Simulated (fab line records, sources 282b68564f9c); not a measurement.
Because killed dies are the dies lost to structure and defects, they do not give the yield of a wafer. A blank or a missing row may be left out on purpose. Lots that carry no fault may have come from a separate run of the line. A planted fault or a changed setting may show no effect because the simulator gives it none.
fab line records | flow ritCmos | part 1 of 2: steps 1 to 30 of 41
[record] lots = 5 wafers = 15 lastDay = 7
route steps=202 shown PRETRO@70 GATE@75 FOX2@80 REOX@98 NLDD@103
lots that met no fault: taken from a fault-free run of the same line
startH: hours from the record's first day to the start of the lot's first wafer shown | waitH: hours from the lot's prior step to this one | " the same as in the row above | L1.1+2: one row covering several wafers at once | - no value, or no start given | * or withheld: withheld | < > ~ a bound
route shown NAME@n: names a module that has steps shown in the file, with the first one's number in the route | usual: mean/standard deviation of fault-free wafers | same: alike in all rows | chamber/n: place in a boat | sites: per-site readings | _std_site: the values' standard deviation | _edge_site: the outer-site mean with the inner-site mean subtracted | radiusMm: for every site, how far away it sits from the centre of the wafer | mask NAME#n: copy n | behind: the most recent tool/chamber to have shaped the wafer | hold: cause of the lot's hold/its duration in hours/its outcome | device: transistor that didn't switch, given as n, p or np | end of line: tests of these same wafers at the route's end | a step with no rows: only its recipe | killed: count of dies lost to structure and defects at first sort (not the wafer's yield) | map: per-die view of a wafer (x killed, . not killed, _ where there is no die)
set.NAME: the run value of the setting; set.NAME@STEP: its run value at that earlier step | model.NAME: the simulator's own value behind a step, which no gauge read
lots seen at some steps along the route; tables by step, rows by wafer
services: the hour from which a tool's chamber was out of use, counted from the record's first day as startH (under 0 if before that day), plus the number of hours and why
[[steps]]
[step RIT_PRETRO_OVL_MEAS_06]
[usual] PRETRO_OVL = -0.2/1.4
// columns lot.wafer tool chamber startH waitH PRETRO_OVL[nm]
L078.2 overlay-01 - 53.60 - -0.8
L078.3 " - " " -0.4
L078.6 " - " " -2.1
L079.2 overlay-01 - 55.82 - -0.5
L079.4 " - " " -1.2
L079.5 " - " " 0.9
L086.1 overlay-01 - 90.95 - -1.3
L086.5 " - " " 0.8
L086.6 " - " " 0.9
L091.1 overlay-02 - 118.81 - -0.4
L091.2 " - " " -1.1
L091.5 " - " " -0.6
L094.1 overlay-01 - 133.21 - -0.5
L094.4 " - " " -0.3
L094.6 " - " " -1.6
[step RIT_PRETRO_HARDBAKE_07]
[recipe] resist = NOVOLAK tempC = 140 timeS = 120
[usual] chillPlateTempC = 22.98/0.1
// columns lot.wafer tool chamber startH waitH chillPlateTempC
L078.2 lithoTrack-03 0 53.81 0.2 22.95
L078.3 " 0 " " 23.09
L078.6 " 0 " " 23.06
L079.2 lithoTrack-01 0 55.89 0.1 22.92
L079.4 " 0 " " 22.96
L079.5 " 0 " " 22.88
L086.1 lithoTrack-03 0 90.98 0.0 22.90
L086.5 " 0 " " 22.95
L086.6 " 0 " " 22.90
L091.1 lithoTrack-01 0 118.85 0.0 22.86
L091.2 " 0 " " 22.88
L091.5 " 0 " " 22.90
L094.1 lithoTrack-01 0 133.25 0.0 22.91
L094.4 " 0 " " 23.06
L094.6 " 0 " " 22.87
[step RIT_PRETRO_IMPLANT_08]
[recipe] species = B energyKev = 45 doseCm2 = 1.2e+13 tiltDeg = 7
[usual] tiltDeg = 6.999/0.022
// columns lot.wafer tool chamber startH waitH tiltDeg
L078.2 implanter-01 0 54.04 0.2 6.988
L078.3 " 0 " " 6.992
L078.6 " 0 " " 6.964
L079.2 implanter-04 0 56.12 0.2 7.018
L079.4 " 0 " " 7.003
L079.5 " 0 " " 7.020
L086.1 implanter-01 0 91.23 0.2 6.996
L086.5 " 0 " " 6.981
L086.6 " 0 " " 6.991
L091.1 implanter-01 0 119.10 0.2 7.009
L091.2 " 0 " " 7.012
L091.5 " 0 " " 6.970
L094.1 implanter-03 0 133.50 0.2 7.041
L094.4 " 0 " " 7.024
L094.6 " 0 " " 7.021
[step RIT_PRETRO_STRIP_09]
[recipe] chemistry = O2 timeS = 180 resist = NOVOLAK platenTempC = withheld powerW = 500 pressureMtorr = 4000 o2FlowSccm = 4000
[usual] chamberPressureMTorr = 4000/3.9 drypumpMotorCurrentA = 6.0/0.41
// columns lot.wafer tool chamber startH waitH chamberPressureMTorr drypumpMotorCurrentA rfHoursCounterH
L078.2 plasmaAsher-03 1 54.17 0.1 4003 6.5 40
L078.3 " 1 " " 4000 6.5 -
L078.6 " 1 " " 4003 6.5 -
L079.2 plasmaAsher-02 1 56.25 0.1 3994 5.5 41
L079.4 " 0 " " 4001 6.2 -
L079.5 " 1 " " 4000 5.5 -
L086.1 plasmaAsher-01 1 91.38 0.1 3995 6.0 29
L086.5 " 0 " " 3999 6.5 -
L086.6 " 1 " " 4000 6.0 -
L091.1 plasmaAsher-03 0 119.25 0.1 4001 5.4 0
L091.2 " 1 " " 4000 6.4 0
L091.5 " 1 " " 4000 6.4 -
L094.1 plasmaAsher-01 0 133.65 0.1 4004 6.5 33
L094.4 " 1 " " 4002 6.0 -
L094.6 " 0 " " 3996 6.5 -
[step RIT_PRETRO_TW_MEAS_10]
[usual] PRETRO_TW = 471/4.9
// columns lot.wafer tool chamber startH waitH PRETRO_TW
L078.2 filmMetro-04 - 54.35 0.1 477
L078.3 " - " " 475
L078.6 " - " " 473
L079.2 filmMetro-03 - 56.43 0.1 469
L079.4 " - " " 468
L079.5 " - " " 465
L086.1 filmMetro-03 - 91.56 0.1 466
L086.5 " - " " 465
L086.6 " - " " 464
L091.1 filmMetro-04 - 119.42 0.1 474
L091.2 " - " " 476
L091.5 " - " " 475
L094.1 filmMetro-03 - 133.82 0.1 463
L094.4 " - " " 464
L094.6 " - " " 465
[step RIT_GATE_WET_ETCH_00]
[recipe] chemistry = BOE target = SiO2 targetDepthNm = 56 timeS = 60 dry = n2Spin dilution = 10:1 tempC = 21.5
// columns lot.wafer tool chamber startH waitH
L078.2+3+6 wetBench-03 2 54.40 0.0
L079.2+4+5 wetBench-04 1 56.48 0.0
L086.1+5+6 wetBench-04 2 91.62 0.1
L091.1+2+5 wetBench-01 0 119.48 0.1
L094.1+4+6 wetBench-04 1 133.88 0.1
[step RIT_GATE_CLEAN_01]
[recipe] chemistry = SC1 mix = 3:3:50 timeS = 600 tempC = 75
// columns lot.wafer tool chamber startH waitH
L078.2+3+6 wetBench-01 2 54.43 0.0
L079.2+4+5 wetBench-01 1 56.51 0.0
L086.1+5+6 wetBench-01 3 91.64 0.0
L091.1+2+5 wetBench-04 3 119.51 0.0
L094.1+4+6 wetBench-03 1 133.91 0.0
[step RIT_GATE_CLEAN_02]
[recipe] chemistry = dHF dilution = 50:1 timeS = 30
// columns lot.wafer tool chamber startH waitH
L078.2+3+6 wetBench-03 1 54.61 0.0
L079.2+4+5 wetBench-03 2 56.68 0.0
L086.1+5+6 wetBench-03 1 91.82 0.0
L091.1+2+5 wetBench-01 2 119.72 0.0
L094.1+4+6 wetBench-01 0 134.08 0.0
[step RIT_GATE_CLEAN_03]
[recipe] chemistry = SC2 mix = 3:3:50 timeS = 600 tempC = 75 dry = n2Spin
// columns lot.wafer tool chamber startH waitH
L078.2+3+6 wetBench-04 2 54.62 0.0
L079.2+4+5 wetBench-04 0 56.70 0.0
L086.1+5+6 wetBench-01 1 91.83 0.0
L091.1+2+5 wetBench-03 1 119.74 0.0
L094.1+4+6 wetBench-04 1 134.10 0.0
[step RIT_GATE_CLEAN_04]
[recipe] chemistry = dHF dilution = 50:1 timeS = 60 dry = n2Spin
// columns lot.wafer tool chamber startH waitH
L078.2+3+6 wetBench-01 0 54.80 0.0
L079.2+4+5 wetBench-01 3 56.87 0.0
L086.1+5+6 wetBench-04 2 92.01 0.0
L091.1+2+5 wetBench-04 2 119.91 0.0
L094.1+4+6 wetBench-03 0 134.28 0.0
[step RIT_FOX2_THK_MEAS_91]
[recipe] reads = SiO2_of_FOX2_OXIDATION_00
[usual] FIELD_OXIDE_LEFT_2_THK = 253/5.8
// columns lot.wafer tool chamber startH waitH FIELD_OXIDE_LEFT_2_THK[nm]
L078.2 filmMetro-03 - 54.83 0.0 262
L078.3 " - " " 261
L078.6 " - " " 262
L079.2 filmMetro-01 - 56.91 0.0 255
L079.4 " - " " 250
L079.5 " - " " 251
L086.1 filmMetro-03 - 92.03 0.0 251
L086.5 " - " " 252
L086.6 " - " " 249
L091.1 filmMetro-02 - 119.94 0.0 246
L091.2 " - " " 250
L091.5 " - " " 250
L094.1 filmMetro-01 - 134.30 0.0 251
L094.4 " - " " 255
L094.6 " - " " 251
[step RIT_GATE_OXIDATION_05]
[recipe] tempC = 900 ambient = O2 targetThkA = 30 oxTimeS = 270
// columns lot.wafer tool chamber startH waitH
L078.2+3+6 furnace-02 0 55.80 1.0
L079.2+4+5 furnace-02 0 57.13 0.2
L086.1+5+6 furnace-01 0 93.97 1.9
L091.1+2+5 furnace-01 0 120.00 0.1
L094.1+4+6 furnace-01 0 134.36 0.1
[step RIT_GATE_ANNEAL_06]
[recipe] tempC = 900 timeS = 600 ambient = N2O
// columns lot.wafer tool chamber startH waitH
L078.2+3+6 furnace-02 0 56.88 0.0
L079.2+4+5 furnace-01 0 59.24 1.0
L086.1+5+6 furnace-01 0 95.05 0.0
L091.1+2+5 furnace-01 0 121.08 0.0
L094.1+4+6 furnace-03 0 137.05 1.6
[step RIT_GATE_THK_MEAS_07]
[recipe] reads = SiO2_of_GATE_OXIDATION_05
[usual] GATE_OXIDE_THK = 3.00/0.061
// columns lot.wafer tool chamber startH waitH GATE_OXIDE_THK[nm]
L078.2 filmMetro-03 - 57.14 0.0 3.01
L078.3 " - " " 3.03
L078.6 " - " " 2.98
L079.2 filmMetro-02 - 59.50 0.0 2.95
L079.4 " - " " 3.03
L079.5 " - " " 3.01
L086.1 filmMetro-03 - 95.30 0.0 2.96
L086.5 " - " " 2.90
L086.6 " - " " 3.00
L091.1 filmMetro-01 - 121.33 0.0 3.06
L091.2 " - " " 3.14
L091.5 " - " " 2.99
L094.1 filmMetro-03 - 137.30 0.0 2.91
L094.4 " - " " 2.96
L094.6 " - " " 2.96
[step RIT_GATE_CVD_08]
[recipe] material = poly-Si targetThkNm = 250 tempC = 610 precursor = SiH4 timeS = 2220 pressureMtorr = 300 sih4FlowSccm = 100
[usual] sih4FlowSccm = 100.00/0.24
// columns lot.wafer tool chamber startH waitH sih4FlowSccm
L078.2 lpcvd-02 0 57.19 0.0 100.38
L078.3 " 0 " " 99.82
L078.6 " 0 " " 99.48
L079.2 lpcvd-02 0 60.22 0.7 99.55
L079.4 " 0 " " 99.76
L079.5 " 0 " " 99.61
L086.1 lpcvd-01 1 95.36 0.1 99.80
L086.5 " 1 " " 100.06
L086.6 " 1 " " 99.94
L091.1 lpcvd-01 0 121.39 0.1 100.09
L091.2 " 0 " " 100.01
L091.5 " 0 " " 100.00
L094.1 lpcvd-01 1 137.36 0.1 100.20
L094.4 " 1 " " 99.93
L094.6 " 1 " " 100.08
[step RIT_GATE_THK_MEAS_09]
[recipe] reads = poly-Si_of_GATE_CVD_08
[usual] GATE_POLY_THK = 250.8/2
// columns lot.wafer tool chamber startH waitH GATE_POLY_THK[nm]
L078.2 filmMetro-03 - 58.81 0.0 250.4
L078.3 " - " " 250.1
L078.6 " - " " 251.0
L079.2 filmMetro-03 - 61.85 0.0 248.6
L079.4 " - " " 249.4
L079.5 " - " " 250.4
L086.1 filmMetro-01 - 96.97 0.0 250.8
L086.5 " - " " 248.8
L086.6 " - " " 253.3
L091.1 filmMetro-03 - 123.00 0.0 249.6
L091.2 " - " " 249.8
L091.5 " - " " 251.2
L094.1 filmMetro-01 - 138.98 0.0 252.7
L094.4 " - " " 254.1
L094.6 " - " " 254.8
[step RIT_GATE_HMDS_10]
[recipe] primeTimeS = 60 primeTempC = 140
[usual] chillPlateTempC = 22.95/0.11
// columns lot.wafer tool chamber startH waitH chillPlateTempC
L078.2 lithoTrack-02 0 58.89 0.1 22.83
L078.3 " 0 " " 22.96
L078.6 " 0 " " 22.96
L079.2 lithoTrack-02 0 61.92 0.1 22.85
L079.4 " 0 " " 23.04
L079.5 " 0 " " 22.92
L086.1 lithoTrack-02 0 97.03 0.1 22.89
L086.5 " 0 " " 22.79
L086.6 " 0 " " 22.79
L091.1 lithoTrack-04 0 123.06 0.1 22.84
L091.2 " 0 " " 23.07
L091.5 " 0 " " 22.82
L094.1 lithoTrack-04 0 139.04 0.1 23.05
L094.4 " 0 " " 23.08
L094.6 " 0 " " 23.26
[step RIT_GATE_COAT_11]
[recipe] resist = NOVOLAK spinRpm = 4250 resistThkNm = 850
[usual] chillPlateTempC = 22.99/0.11 spinSpeedRpm = 4249.5/2.9
// columns lot.wafer tool chamber startH waitH chillPlateTempC spinSpeedRpm
L078.2 lithoTrack-02 0 59.04 0.1 22.90 4249.2
L078.3 " 0 " " 22.79 4245.5
L078.6 " 0 " " 22.84 4242.6
L079.2 lithoTrack-02 0 62.07 0.1 23.16 4250.9
L079.4 " 0 " " 23.23 4251.2
L079.5 " 0 " " 23.30 4256.4
L086.1 lithoTrack-02 0 97.18 0.1 22.99 4249.1
L086.5 " 0 " " 23.08 4249.5
L086.6 " 0 " " 22.96 4253.4
L091.1 lithoTrack-04 0 123.21 0.1 22.94 4250.8
L091.2 " 0 " " 22.94 4251.5
L091.5 " 0 " " 22.89 4255.2
L094.1 lithoTrack-04 0 139.19 0.1 22.96 4252.3
L094.4 " 0 " " 23.14 4247.7
L094.6 " 0 " " 23.25 4250.0
[step RIT_GATE_SOFTBAKE_12]
[recipe] resist = NOVOLAK tempC = 90 timeS = 60
[usual] chillPlateTempC = 22.99/0.097
// columns lot.wafer tool chamber startH waitH chillPlateTempC
L078.2 lithoTrack-02 0 59.19 0.1 22.92
L078.3 " 0 " " 22.86
L078.6 " 0 " " 22.96
L079.2 lithoTrack-02 0 62.22 0.1 22.80
L079.4 " 0 " " 23.09
L079.5 " 0 " " 22.95
L086.1 lithoTrack-02 0 97.33 0.1 23.00
L086.5 " 0 " " 23.07
L086.6 " 0 " " 22.98
L091.1 lithoTrack-04 0 123.36 0.1 23.16
L091.2 " 0 " " 22.95
L091.5 " 0 " " 23.20
L094.1 lithoTrack-04 0 139.34 0.1 22.99
L094.4 " 0 " " 23.02
L094.6 " 0 " " 23.15
[step RIT_GATE_EXPOSE_13]
[recipe] maskId = M6 na = 0.6 sourceShape = conventional sigmaOuter = 0.6 targetCdNm = 150 doseMj = 380
// columns lot.wafer tool chamber startH waitH mask
L078.2+3+6 ilineStepper-02 0 59.33 0.1 M6#0
L079.2+4+5 ilineStepper-01 0 62.49 0.2 M6#0
L086.1+5+6 ilineStepper-01 0 97.48 0.1 M6#0
L091.1+2+5 ilineStepper-01 0 123.64 0.2 M6#0
L094.1+4+6 ilineStepper-01 0 139.49 0.1 M6#0
[step RIT_GATE_PEB_14]
[recipe] resist = NOVOLAK tempC = withheld timeS = withheld
[usual] chillPlateTempC = *
// columns lot.wafer tool chamber startH waitH chillPlateTempC
L078.2 lithoTrack-01 0 59.45 0.1 *
L078.3 " 0 " " *
L078.6 " 0 " " *
L079.2 lithoTrack-01 0 62.61 0.1 *
L079.4 " 0 " " *
L079.5 " 0 " " *
L086.1 lithoTrack-04 0 97.60 0.1 *
L086.5 " 0 " " *
L086.6 " 0 " " *
L091.1 lithoTrack-04 0 123.76 0.1 *
L091.2 " 0 " " *
L091.5 " 0 " " *
L094.1 lithoTrack-02 0 139.61 0.1 *
L094.4 " 0 " " *
L094.6 " 0 " " *
[step RIT_GATE_DEVELOP_15]
[recipe] resist = NOVOLAK developTimeS = 50 devTempC = 23
[usual] chillPlateTempC = 23.01/0.12
// columns lot.wafer tool chamber startH waitH chillPlateTempC
L078.2 lithoTrack-01 0 - - 22.99
L078.3 " 0 " " 22.95
L078.6 " 0 " " 22.99
L079.2 lithoTrack-01 0 - - 22.98
L079.4 " 0 " " 23.02
L079.5 " 0 " " 22.92
L086.1 lithoTrack-04 0 - - 22.94
L086.5 " 0 " " 22.85
L086.6 " 0 " " 22.78
L091.1 lithoTrack-04 0 - - 23.03
L091.2 " 0 " " 23.03
L091.5 " 0 " " 22.89
L094.1 lithoTrack-02 0 - - 22.89
L094.4 " 0 " " 22.76
L094.6 " 0 " " 22.84
[step RIT_GATE_CD_MEAS_16]
[recipe] targetCdNm = 150
[usual] cdNm = 150.3/2.6
// columns lot.wafer tool chamber startH waitH cdNm
L078.2 cdSem-01 - 59.73 - 146.7
L078.3 " - " " 144.5
L078.6 " - " " 145.5
L079.2 cdSem-01 - 62.89 - 149.6
L079.4 " - " " 151.6
L079.5 " - " " 150.7
L086.1 cdSem-02 - 97.88 - 148.3
L086.5 " - " " 148.2
L086.6 " - " " 149.1
L091.1 cdSem-02 - 124.04 - 150.1
L091.2 " - " " 153.7
L091.5 " - " " 151.5
L094.1 cdSem-02 - 139.89 - 146.5
L094.4 " - " " 147.8
L094.6 " - " " 148.7
[step RIT_GATE_OVL_MEAS_17]
[usual] GATE_OVL = -0.3/1.3
// columns lot.wafer tool chamber startH waitH GATE_OVL[nm]
L078.2 overlay-02 - 59.84 0.1 -0.5
L078.3 " - " " 1.3
L078.6 " - " " -0.7
L079.2 overlay-01 - 63.00 0.1 1.0
L079.4 " - " " -0.5
L079.5 " - " " 0.3
L086.1 overlay-01 - 98.00 0.1 1.4
L086.5 " - " " 0.5
L086.6 " - " " -0.5
L091.1 overlay-02 - 124.16 0.1 -3.3
L091.2 " - " " -1.0
L091.5 " - " " -2.0
L094.1 overlay-02 - 140.01 0.1 -0.8
L094.4 " - " " 1.1
L094.6 " - " " 2.4
[step RIT_GATE_HARDBAKE_18]
[recipe] resist = NOVOLAK tempC = 140 timeS = 60
[usual] chillPlateTempC = 23.01/0.11
// columns lot.wafer tool chamber startH waitH chillPlateTempC
L078.2 lithoTrack-04 0 59.89 0.0 23.02
L078.3 " 0 " " 23.15
L078.6 " 0 " " 23.11
L079.2 lithoTrack-02 0 63.05 0.0 23.13
L079.4 " 0 " " 23.27
L079.5 " 0 " " 23.20
L086.1 lithoTrack-04 0 98.04 0.0 23.18
L086.5 " 0 " " 23.09
L086.6 " 0 " " 23.26
L091.1 lithoTrack-01 0 124.19 0.0 22.94
L091.2 " 0 " " 23.00
L091.5 " 0 " " 22.95
L094.1 lithoTrack-01 0 140.05 0.0 22.93
L094.4 " 0 " " 22.87
L094.6 " 0 " " 22.92
[step RIT_GATE_ETCH_19]
[recipe] chemistry = SF6/CHF3/O2 timeS = 165 SF6_flow_sccm = 30 CHF3_flow_sccm = 30 O2_flow_sccm = 5 target = poly-Si pressureMtorr = 40 rfW = 160 targetDepthA = 3125 overEtchFrac = 0.25 stopOn = SiO2
[usual] chamberPressureMTorr = 40.00/0.036 drypumpMotorCurrentA = 5.6/0.32 oesProductAu = 0.858/0.013 throttleValvePct = 10.21/0.15
// columns lot.wafer tool chamber startH waitH chamberPressureMTorr drypumpMotorCurrentA oesProductAu rfHoursCounterH throttleValvePct
L078.2 rieSi-02 1 60.02 0.1 40.09 6.1 0.871 2 10.14
L078.3 " 0 " " 40.01 5.6 0.832 56 10.18
L078.6 " 3 " " 39.99 5.3 0.852 - 10.43
L079.2 rieSi-01 0 63.18 0.1 39.99 5.3 0.851 2 10.37
L079.4 " 2 " " 39.96 6.1 0.854 - 10.26
L079.5 " 0 " " 40.04 5.3 0.859 - 10.35
L086.1 rieSi-02 3 98.19 0.1 39.94 5.2 0.864 2 10.45
L086.5 " 1 " " 40.06 6.0 0.864 - 10.14
L086.6 " 0 " " 39.97 5.7 0.845 - 10.18
L091.1 rieSi-01 0 124.34 0.1 40.04 5.3 0.852 2 10.38
L091.2 " 3 " " 39.99 5.5 0.867 112 10.31
L091.5 " 2 " " 40.01 6.1 0.860 - 10.27
L094.1 rieSi-02 2 140.20 0.1 39.96 5.6 0.859 116 10.26
L094.4 " 0 " " 39.97 5.7 0.843 57 10.19
L094.6 " 1 " " 40.02 6.0 0.887 - 10.11
[step RIT_GATE_STRIP_20]
[recipe] chemistry = O2 timeS = 180 resist = NOVOLAK platenTempC = withheld powerW = 500 pressureMtorr = 4000 o2FlowSccm = 4000
[usual] chamberPressureMTorr = 4000/3.7 drypumpMotorCurrentA = 5.9/0.38
// columns lot.wafer tool chamber startH waitH chamberPressureMTorr drypumpMotorCurrentA rfHoursCounterH
L078.2 plasmaAsher-03 1 60.13 0.1 3996 6.4 41
L078.3 " 0 " " 3996 5.4 -
L078.6 " 0 " " 3996 5.4 -
L079.2 plasmaAsher-04 1 63.29 0.1 4003 5.8 44
L079.4 " 0 " " 3999 5.9 -
L079.5 " 0 " " 3994 5.9 -
L086.1 plasmaAsher-03 1 98.30 0.1 4002 6.4 44
L086.5 " 0 " " 3995 5.4 -
L086.6 " 1 " " 4004 6.4 -
L091.1 plasmaAsher-03 1 124.45 0.1 4001 6.4 1
L091.2 " 0 " " 4004 5.4 1
L091.5 " 1 " " 4002 6.4 -
L094.1 plasmaAsher-03 1 140.30 0.1 4005 6.4 2
L094.4 " 1 " " 3998 6.4 -
L094.6 " 0 " " 4003 5.4 -
[step RIT_GATE_CD_MEAS_90]
[recipe] targetCdNm = 150
[usual] cdNm = 150.3/2.6
// columns lot.wafer tool chamber startH waitH cdNm
L078.2 cdSem-02 - 60.32 0.1 146.8
L078.3 " - " " 144.6
L078.6 " - " " 145.6
L079.2 cdSem-02 - 63.48 0.1 150.0
L079.4 " - " " 151.7
L079.5 " - " " 150.7
L086.1 cdSem-01 - 98.47 0.1 148.1
L086.5 " - " " 148.0
L086.6 " - " " 148.9
L091.1 cdSem-02 - 124.63 0.1 150.8
L091.2 " - " " 153.9
L091.5 " - " " 151.6
L094.1 cdSem-01 - 140.48 0.1 147.1
L094.4 " - " " 148.1
L094.6 " - " " 148.8
[step RIT_REOX_CLEAN_00]
[recipe] chemistry = SC1 mix = 3:3:50 timeS = 600 tempC = 75
// columns lot.wafer tool chamber startH waitH
L078.2+3+6 wetBench-04 3 60.42 0.1
L079.2+4+5 wetBench-01 2 63.58 0.1
L086.1+5+6 wetBench-01 0 98.59 0.1
L091.1+2+5 wetBench-01 3 124.75 0.1
L094.1+4+6 wetBench-02 0 140.60 0.1
[step RIT_REOX_CLEAN_01]
[recipe] chemistry = dHF dilution = 50:1 timeS = 30
// columns lot.wafer tool chamber startH waitH
L078.2+3+6 wetBench-02 1 60.60 0.0
L079.2+4+5 wetBench-04 0 63.76 0.0
L086.1+5+6 wetBench-02 3 98.77 0.0
L091.1+2+5 wetBench-04 2 124.92 0.0
L094.1+4+6 wetBench-01 0 140.77 0.0
